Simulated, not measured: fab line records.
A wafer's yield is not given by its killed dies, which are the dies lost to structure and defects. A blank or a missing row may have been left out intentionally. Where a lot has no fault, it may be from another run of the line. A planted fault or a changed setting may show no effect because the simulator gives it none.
A sampling plan put to the test | flow berkeley cmos170 | each of the 17 faults these records tell of, on one fab line, judged from the records of the lots it struck
Plan = the line's own looks (route steps where a gauge or an inspection reads the wafer without altering it). A look can be judged if struck wafers have a number there and the file gives its usual mean and standard deviation on fault-free wafers. Caught: 4 or more of those standard deviations (sigma) separate the usual mean from the mean of the struck wafers at a look after the fault's first step. On the tool: the fault's steps, tested the same way using the tool's own readings. Also counted as caught: the struck wafers showing another recipe, or a record that is empty for them alone.

## THE FAULTS, as the simulator had put them in
1. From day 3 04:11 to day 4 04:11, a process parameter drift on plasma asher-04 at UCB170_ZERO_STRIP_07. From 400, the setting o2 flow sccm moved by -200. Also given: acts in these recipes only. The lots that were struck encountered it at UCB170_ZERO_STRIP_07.
2. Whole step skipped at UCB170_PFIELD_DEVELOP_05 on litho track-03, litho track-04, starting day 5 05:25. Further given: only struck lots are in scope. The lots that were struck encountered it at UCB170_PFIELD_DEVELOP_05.
3. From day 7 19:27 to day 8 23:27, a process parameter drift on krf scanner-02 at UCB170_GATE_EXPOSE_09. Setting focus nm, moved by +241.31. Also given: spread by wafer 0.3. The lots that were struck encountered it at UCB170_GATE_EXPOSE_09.
4. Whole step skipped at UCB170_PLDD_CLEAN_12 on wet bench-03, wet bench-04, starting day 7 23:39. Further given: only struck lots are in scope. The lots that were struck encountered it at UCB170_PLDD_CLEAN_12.
5. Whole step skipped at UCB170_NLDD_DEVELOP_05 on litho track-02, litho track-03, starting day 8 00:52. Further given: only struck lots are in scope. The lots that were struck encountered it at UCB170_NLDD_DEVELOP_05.
6. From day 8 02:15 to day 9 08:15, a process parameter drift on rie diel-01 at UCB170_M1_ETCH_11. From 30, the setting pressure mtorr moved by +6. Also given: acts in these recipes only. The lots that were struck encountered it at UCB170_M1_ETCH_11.
7. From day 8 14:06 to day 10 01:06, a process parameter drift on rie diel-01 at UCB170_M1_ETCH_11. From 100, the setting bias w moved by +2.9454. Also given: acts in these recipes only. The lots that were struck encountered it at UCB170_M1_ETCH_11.
8. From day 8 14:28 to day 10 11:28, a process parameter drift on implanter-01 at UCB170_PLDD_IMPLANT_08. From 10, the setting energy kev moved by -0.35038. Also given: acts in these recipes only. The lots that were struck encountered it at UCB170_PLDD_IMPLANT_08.
9. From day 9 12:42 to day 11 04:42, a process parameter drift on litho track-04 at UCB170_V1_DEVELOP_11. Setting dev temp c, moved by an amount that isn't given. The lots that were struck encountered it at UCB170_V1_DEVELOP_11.
10. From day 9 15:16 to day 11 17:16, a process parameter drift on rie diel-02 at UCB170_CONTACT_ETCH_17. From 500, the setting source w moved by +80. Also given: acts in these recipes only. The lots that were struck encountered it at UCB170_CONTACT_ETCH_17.
11. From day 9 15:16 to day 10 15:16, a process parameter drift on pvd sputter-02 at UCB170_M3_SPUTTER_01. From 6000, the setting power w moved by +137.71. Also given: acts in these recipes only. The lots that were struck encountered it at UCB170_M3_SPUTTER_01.
12. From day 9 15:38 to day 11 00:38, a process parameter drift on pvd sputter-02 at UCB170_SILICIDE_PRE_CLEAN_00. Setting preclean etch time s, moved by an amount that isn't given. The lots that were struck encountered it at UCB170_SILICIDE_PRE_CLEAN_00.
13. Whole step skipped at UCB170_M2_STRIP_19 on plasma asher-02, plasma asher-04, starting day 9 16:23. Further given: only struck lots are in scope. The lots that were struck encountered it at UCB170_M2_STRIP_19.
14. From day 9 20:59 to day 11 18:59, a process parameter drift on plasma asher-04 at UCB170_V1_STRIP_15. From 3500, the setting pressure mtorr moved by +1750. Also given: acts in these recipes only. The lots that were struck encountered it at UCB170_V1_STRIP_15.
15. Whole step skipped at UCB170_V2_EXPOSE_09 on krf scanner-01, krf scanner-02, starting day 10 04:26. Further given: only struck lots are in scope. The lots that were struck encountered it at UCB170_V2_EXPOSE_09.
16. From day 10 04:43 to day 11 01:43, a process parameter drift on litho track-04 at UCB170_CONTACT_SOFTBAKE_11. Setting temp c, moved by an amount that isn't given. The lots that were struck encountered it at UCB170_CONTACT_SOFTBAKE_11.
17. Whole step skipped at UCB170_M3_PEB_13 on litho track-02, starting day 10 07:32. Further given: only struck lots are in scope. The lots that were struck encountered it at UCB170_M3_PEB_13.

## WHAT THE PLAN SAW
fault | on the tool itself                               | first look that catches it                      | reading, sigma | median hours from its first step to that look | hours from the fault's start to the first struck lot there | judged looks passed uncaught
1     | o2 flow sccm -99 or beyond sigma                 | not the one look that can be judged after it    | -              | -                                             | -                                                          | 1
2     | the tool's record is blank for the struck wafers | not the one look that can be judged after it    | -              | -                                             | -                                                          | 1
3     | exposure dose mJ cm2 -12 sigma                   | no look after it can be judged                  | -              | -                                             | -                                                          | 0
4     | the tool's record is blank for the struck wafers | none of the 2 looks that can be judged after it | -              | -                                             | -                                                          | 2
5     | the tool's record is blank for the struck wafers | no look after it can be judged                  | -              | -                                             | -                                                          | 0
6     | chamber pressure mTorr +99 or beyond sigma       | not the one look that can be judged after it    | -              | -                                             | -                                                          | 1
7     | bias w +9.6 sigma                                | none of the 2 looks that can be judged after it | -              | -                                             | -                                                          | 2
8     | beam energy keV -99 or beyond sigma              | no look after it can be judged                  | -              | -                                             | -                                                          | 0
9     | developer temp C +6.7 sigma                      | no look after it can be judged                  | -              | -                                             | -                                                          | 0
10    | rf fwd power W +33 sigma                         | no look after it can be judged                  | -              | -                                             | -                                                          | 0
11    | cathode dc power W +99 or beyond sigma           | no look after it can be judged                  | -              | -                                             | -                                                          | 0
12    | no reading that can be judged                    | no look after it can be judged                  | -              | -                                             | -                                                          | 0
13    | the tool's record is blank for the struck wafers | no look after it can be judged                  | -              | -                                             | -                                                          | 0
14    | chamber pressure mTorr +99 or beyond sigma       | no look after it can be judged                  | -              | -                                             | -                                                          | 0
15    | no reading that can be judged                    | no look after it can be judged                  | -              | -                                             | -                                                          | 0
16    | heater power total W +98 sigma                   | UCB170_CONTACT_CD_MEAS_15                       | cd nm +13      | 0.8                                           | 4                                                          | 0
17    | the tool's record is blank for the struck wafers | no look after it can be judged                  | -              | -                                             | -                                                          | 0
A dash: the fault is not caught, or the number is missing from these records.

Caught at a look: 1 of 17. Caught on the tool: 15 of 17. By one or the other: 15 of 17.
Caught on the tool alone: faults 1, 2, 3, 4, 5, 6, 7, 8, 9, 10, 11, 13, 14, 17.
Caught by neither: faults 12, 15.

## THINNER SAMPLING
In the worst case, this is how late the first struck lot would be measured if the look that catches a fault measured only every second or every third lot, by lot number:
fault | struck lots at that look, in order of time | every lot | every second lot | every third lot
16    | L858, L859                                 | 4 h       | 8 h              | may miss all 2
Hours are from the fault's start to the first struck lot that is measured. 4 sigma limit: tested on the pooled struck wafers, so a lone lot may be under it. Other struck lots may not be in these records.

## THE LONGEST TIMED WAY FROM STEP TO LOOK
Fault 16: the median time between UCB170_CONTACT_SOFTBAKE_11 and UCB170_CONTACT_CD_MEAS_15 is 0.8 hours. No look between them can be judged.
